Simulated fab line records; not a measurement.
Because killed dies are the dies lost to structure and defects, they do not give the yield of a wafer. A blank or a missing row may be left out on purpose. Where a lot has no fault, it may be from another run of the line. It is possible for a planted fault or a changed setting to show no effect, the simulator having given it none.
The tool behind it: which one? -- flow berkeleyCmos170 -- 15 lots with 45 wafers sampled at 3 steps, on a route of 331 steps

WHAT THE GAUGES READ, wafer by wafer
UCB170_ACTIVE_THK_MEAS_06. Usual: ACTIVE_NITRIDE_THK typically reads 219.9 nm, with standard deviation 1.9.
lot,measured,on,ACTIVE_NITRIDE_THK (nm),flag
L591,day 3 23:55,filmMetro-04,220.1 222.0 221.2,
L592,day 4 11:34,filmMetro-01,217.5 214.7 215.2,
L593,day 4 11:34,filmMetro-02,221.2 220.6 222.5,
L594,day 4 21:35,filmMetro-04,220.9 222.1 221.1,
L595,day 5 03:39,filmMetro-01,219.2 219.0 217.6,
L596,day 5 09:58,filmMetro-01,222.3 222.9 221.2,
L597,day 5 09:58,filmMetro-04,217.8 218.6 217.8,
L598,day 5 16:40,filmMetro-04,167.3 166.0 166.2,OFF
L599,day 6 05:20,filmMetro-02,218.4 218.8 217.6,
L606,day 7 07:49,filmMetro-02,167.8 168.5 167.1,OFF
L607,day 7 11:14,filmMetro-02,167.4 168.8 169.2,OFF
L608,day 7 21:09,filmMetro-04,221.0 222.6 221.5,
L609,day 7 21:09,filmMetro-01,220.7 220.6 220.5,
L613,day 9 00:22,filmMetro-02,223.0 222.0 221.5,
L614,day 9 00:22,filmMetro-01,221.4 222.0 222.9,

UCB170_ACTIVE_OVL_MEAS_14. Usual: ACTIVE_OVL typically reads -2 nm, with standard deviation 5.5.
lot,measured,on,ACTIVE_OVL (nm),flag
L591,day 4 01:23,overlay-01,-6 -11 -6,
L592,day 4 12:35,overlay-02,2 7 3,
L593,day 4 12:56,overlay-02,3 3 8,
L594,day 4 23:14,overlay-01,2 -2 0,
L595,day 5 05:01,overlay-02,-1 2 -4,
L596,day 5 11:23,overlay-02,-6 -6 -13,
L597,day 5 11:38,overlay-02,-3 -14 -4,
L598,day 5 18:08,overlay-01,-5 -14 -9,
L599,day 6 06:51,overlay-01,-5 -1 -1,
L606,day 7 09:01,overlay-02,-7 0 1,
L607,day 7 12:23,overlay-02,-4 3 -3,
L608,day 7 22:10,overlay-02,-2 0 3,
L609,day 7 22:25,overlay-01,2 3 3,
L613,day 9 01:37,overlay-01,2 5 0,
L614,day 9 01:23,overlay-02,-7 1 0,

WHAT TOOL EACH LOT RAN ON (gives the tool, then ch and the chambers of the sampled wafers, and finally the start)
lot,UCB170_ACTIVE_CVD_05
L591,"lpcvd-01 ch 0, day 3 21:59"
L592,"lpcvd-02 ch 0, day 4 09:38"
L593,"lpcvd-02 ch 1, day 4 09:38"
L594,"lpcvd-01 ch 1, day 4 19:40"
L595,"lpcvd-02 ch 1, day 5 01:44"
L596,"lpcvd-02 ch 0, day 5 08:03"
L597,"lpcvd-02 ch 0, day 5 08:03"
L598,"lpcvd-02 ch 0, day 5 14:45"
L599,"lpcvd-01 ch 0, day 6 03:25"
L606,"lpcvd-02 ch 0, day 7 05:53"
L607,"lpcvd-02 ch 1, day 7 09:18"
L608,"lpcvd-01 ch 0, day 7 19:14"
L609,"lpcvd-01 ch 1, day 7 19:14"
L613,"lpcvd-01 ch 0, day 8 22:26"
L614,"lpcvd-01 ch 0, day 8 22:26"
- UCB170_ACTIVE_CVD_05: deposits Si3N4 from SiH2Cl2/NH3, target thk 220 nm, time 3300 s.

AS READ BY THE TOOLS THEMSELVES (means over the sampled wafers that have a number; for cases with no such wafer, the mark the record gives instead)
The record holds no such reading with a usual standard deviation.

THE ANSWER, worked out from the rows above alone
Rule: take the mean of a lot's wafers that have a number; if it is more than 3 standard deviations from the usual mean, the lot is off. Also off: a lot with no number at a reading for which 4 or more lots have one. Any other lot the step has rows for is counted as sound. First the gauges in route order, then the tools' own readings, where a lot's mean is used as printed above. At the first step where some lot is off, the reading lying furthest off is the one used; lots without a number count as furthest.
Off: L598, L606, L607, at UCB170_ACTIVE_THK_MEAS_06 (ACTIVE_NITRIDE_THK).
A tool fits if, at a process step before that reading, it ran every lot that is off, and no sound lot after the first of them. Those tools and the gauges at UCB170_ACTIVE_THK_MEAS_06 are tried in the same way. One fits: UCB170_ACTIVE_CVD_05 on lpcvd-02. Its last sound lot is L596 (day 5 08:03), its first lot that is off L598 (day 5 14:45): a fault that began between those two fits.

WHAT HAD BEEN PUT IN BY THE SIMULATOR
Site profile drift: lpcvd-02, from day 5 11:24 on, at UCB170_ACTIVE_CVD_05. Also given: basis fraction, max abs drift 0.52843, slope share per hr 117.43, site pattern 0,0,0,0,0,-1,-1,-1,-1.
Shown lots that were struck: L598, L606, L607. The rule above found the same.
